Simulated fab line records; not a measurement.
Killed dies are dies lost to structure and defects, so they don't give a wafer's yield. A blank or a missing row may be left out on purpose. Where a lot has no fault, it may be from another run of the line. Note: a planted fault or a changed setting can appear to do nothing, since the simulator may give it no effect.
Chamber matching	flow berkeley cmos170	rie diel-04 running UCB170_M3_ETCH_17: 4 sister chambers
The step etches BARC in N2/H2. 14 wafers are shown with their chamber, then 7 later ones without.

EACH WAFER AND ITS CHAMBER
wafer	chamber	throttle valve pct (%)	drypump motor current A (A)	oes product au (a.u.)
L121.1	0	13.36	5.4	0.981
L121.5	0	13.33	5.5	0.992
L121.6	3	13.14	5.8	0.974
L124.1	3	13.14	5.8	0.983
L124.2	0	13.36	5.5	0.981
L124.4	2	13.05	5.8	1.014
L126.1	3	13.13	5.8	0.961
L126.2	2	13.05	5.8	1.029
L126.6	0	13.33	5.4	0.997
L131.2	1	13.13	5.4	1.024
L131.3	3	13.14	5.9	0.975
L131.4	2	13.07	5.8	1.014
L135.1	1	13.12	5.4	1.026
L135.5	2	13.06	5.7	1.019

SIGNATURES, as means of the wafers listed above
reading	chamber 0	chamber 1	chamber 2	chamber 3	scatter within a chamber
throttle valve pct	13.3450	13.1250	13.0575	13.1375	0.0114
drypump motor current A	5.450	5.400	5.775	5.825	0.05
oes product au	0.98775	1.02500	1.01900	0.97325	0.00772
Rule: distance of a wafer from a chamber = root of the sum over the readings of ((wafer's reading minus chamber's mean) / reading's scatter) squared. If the next closest chamber is less than 2 further off than the closest, the wafer can't be placed; otherwise it belongs to the closest. How the scatter is found: for the shown wafers, subtract from each reading the mean of its chamber, square and add these, divide the total by (wafers less chambers), then take the root.

WAFERS WITH NO CHAMBER GIVEN
wafer	throttle valve pct (%)	drypump motor current A (A)	oes product au (a.u.)
L135.6	13.13	5.4	1.021
L140.1	13.15	5.8	0.967
L140.3	13.31	5.5	0.984
L140.6	13.13	5.4	1.023
L142.1	13.32	5.4	0.984
L142.3	13.05	5.8	1.030
L142.4	13.13	5.4	1.023

THE CHAMBER EACH PASSED THROUGH
wafer	from the rows above	in truth
L135.6	1	1
L140.1	3	3
L140.3	0	0
L140.6	1	1
L142.1	0	0
L142.3	2	2
L142.4	1	1
Correctly placed: 7 of 7. Not placeable from these rows: 0. Number placed wrongly: 0.
